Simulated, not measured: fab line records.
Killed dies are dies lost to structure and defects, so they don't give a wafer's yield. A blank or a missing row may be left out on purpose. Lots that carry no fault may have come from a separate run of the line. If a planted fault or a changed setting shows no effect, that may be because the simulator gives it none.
Comparing a struck lot with a sound one	flow berkeleyCmos170	28 out of 331 route steps
Sound: the wafers L373.1, L373.3, L373.6. Wafers L384.1, L384.2, L384.5 were the ones struck. The cause is named last.
At each step with rows: each side's tool, then ch and its chambers, then its first start. Under that, the readings that differ: sound wafers	struck wafers	difference of the means	sigmas: that difference in standard deviations of wafers without a fault.
alike: words and numbers the same on both sides, and readings whose means are apart by under 2 such deviations; not compared: readings that were withheld, readings missing a value for some wafer, numbers with overlapping values and no deviation given by the record, and bounds like >300 which may hide the same value.
A row with sigmas, a row that says differs or no value, or rows on one side alone: a step with any of these is where the two part. When numbers do not overlap yet have no deviation, they are printed without sigmas and do not part them. Lack of a reading on every wafer of one side parts them only where that side has two or more wafers.

first, 6 steps without rows for these wafers: UCB170_PVT_HMDS_00 (prime time 60 s); UCB170_PVT_COAT_01 (resist thk 900 nm); UCB170_PVT_SOFTBAKE_02 (time 60 s); UCB170_PVT_EXPOSE_03 (exposes mask NWELL, target cd 3000 nm); UCB170_PVT_PEB_04; UCB170_PVT_DEVELOP_05 (develop time 45 s).
UCB170_PVT_OVL_MEAS_06:
  struck on overlay-02, day 8 07:40; sound on overlay-02, day 6 05:27
  alike: PVT_OVL
next, for these wafers, 1 step has no rows: UCB170_PVT_IMPLANT_07.
UCB170_PVT_STRIP_08: strips in O2.
  sound on plasmaAsher-01 ch 0,1, day 6 05:38; struck on plasmaAsher-02 ch 0,1, day 8 07:52
  alike: drypumpMotorCurrentA, oesProductAu, stripTimeToEndpointS
  not compared: rfHoursCounterH
UCB170_PVT_TW_MEAS_09:
  struck on filmMetro-02, day 8 07:58; sound on filmMetro-01, day 6 05:44
reading	sound	struck	difference	sigmas
PVT_TW	513 514 512	504 502 502	-10	-3
then, 1 step without rows for these wafers: UCB170_GATE_WET_ETCH_00 (etches SiO2 in dHF, time 200 s).
UCB170_FIELD_THK_MEAS_91:
  struck on filmMetro-01, day 8 08:05; sound on filmMetro-02, day 6 06:11
  alike: FIELD_OXIDE_LEFT_2_THK
UCB170_GATE_OXIDATION_01: target thk 6.6 nm, ox time 1800 s.
  sound on furnace-03 ch 0, day 6 06:25; struck on furnace-04 ch 0, day 8 11:26
reading	sound	struck	difference	sigmas
oxTimeS (s)	1800 1800 1800	2610 2610 2610	+810	
model.SiO2_of_GATE_OXIDATION_01.thkNm (nm)	6.68 6.617 6.66	8.576 8.646 8.585	+1.950	
  alike: spikeTcSourceC, zonePowerSourcePct
UCB170_GATE_THK_MEAS_02:
  struck on filmMetro-04, day 8 13:10; sound on filmMetro-02, day 6 07:58
reading	sound	struck	difference	sigmas
GATE_OXIDE_THK (nm)	6.71 6.65 6.69	8.63 8.64 8.65	+1.96	+18
  not compared: hold
then, 1 step without rows for these wafers: UCB170_GATE_CVD_04 (deposits poly-Si from SiH4, time 1440 s, target thk 214 nm).
UCB170_GATE_THK_MEAS_05:
  struck on filmMetro-04, day 8 22:50; sound on filmMetro-02, day 6 14:33
  alike: GATE_POLY_THK
then, 6 steps without rows for these wafers: UCB170_GATE_COAT_06; UCB170_GATE_COAT_07 (resist thk 900 nm); UCB170_GATE_SOFTBAKE_08 (time 60 s); UCB170_GATE_EXPOSE_09 (exposes mask POLY, target cd 350 nm); UCB170_GATE_PEB_10; UCB170_GATE_DEVELOP_11 (develop time 45 s).
UCB170_GATE_CD_MEAS_12: the cd target is 350 nm.
  struck on cdSem-01, day 9 00:03; sound on cdSem-02, day 6 16:20
  alike: cdNm
UCB170_GATE_OVL_MEAS_13:
  struck on overlay-01, day 9 00:10; sound on overlay-02, day 6 16:27
  alike: GATE_OVL
UCB170_GATE_ETCH_14: etches BARC in N2/H2.
  sound on rieDiel-04 ch 0,1,3, day 6 16:29; struck on rieDiel-03 ch 0,1,2, day 9 00:13
  alike: drypumpMotorCurrentA, h2FlowSccm, oesProductAu, throttleValvePct
UCB170_GATE_ETCH_15: etches poly-Si in HBr/Cl2, stops on SiO2, time 56.3 s, target depth 278.2 nm.
  sound on rieSi-02 ch 0,2,3, day 6 16:32; struck on rieSi-02 ch 0,2,3, day 9 00:15
reading	sound	struck	difference	sigmas
model.SiO2_of_GATE_OXIDATION_01.thkNm (nm)	6.669 6.617 6.658	8.574 8.635 8.585	+1.950	
  alike: drypumpMotorCurrentA, oesProductAu, throttleValvePct
  not compared: rfHoursCounterH
UCB170_GATE_STRIP_16: strips in O2.
  sound on plasmaAsher-01 ch 0,1, day 6 16:34; struck on plasmaAsher-01 ch 0,1, day 9 00:18
  alike: drypumpMotorCurrentA, oesProductAu
  not compared: rfHoursCounterH
UCB170_M3_PROBE_99:
  only the struck wafers here have rows in the record (prober-02, day 10 13:37); the sound ones have none

WHERE THEY PART
Last at UCB170_M3_PROBE_99 as far as this record goes, first at UCB170_PVT_TW_MEAS_09.

WHY: what had been put in by the simulator
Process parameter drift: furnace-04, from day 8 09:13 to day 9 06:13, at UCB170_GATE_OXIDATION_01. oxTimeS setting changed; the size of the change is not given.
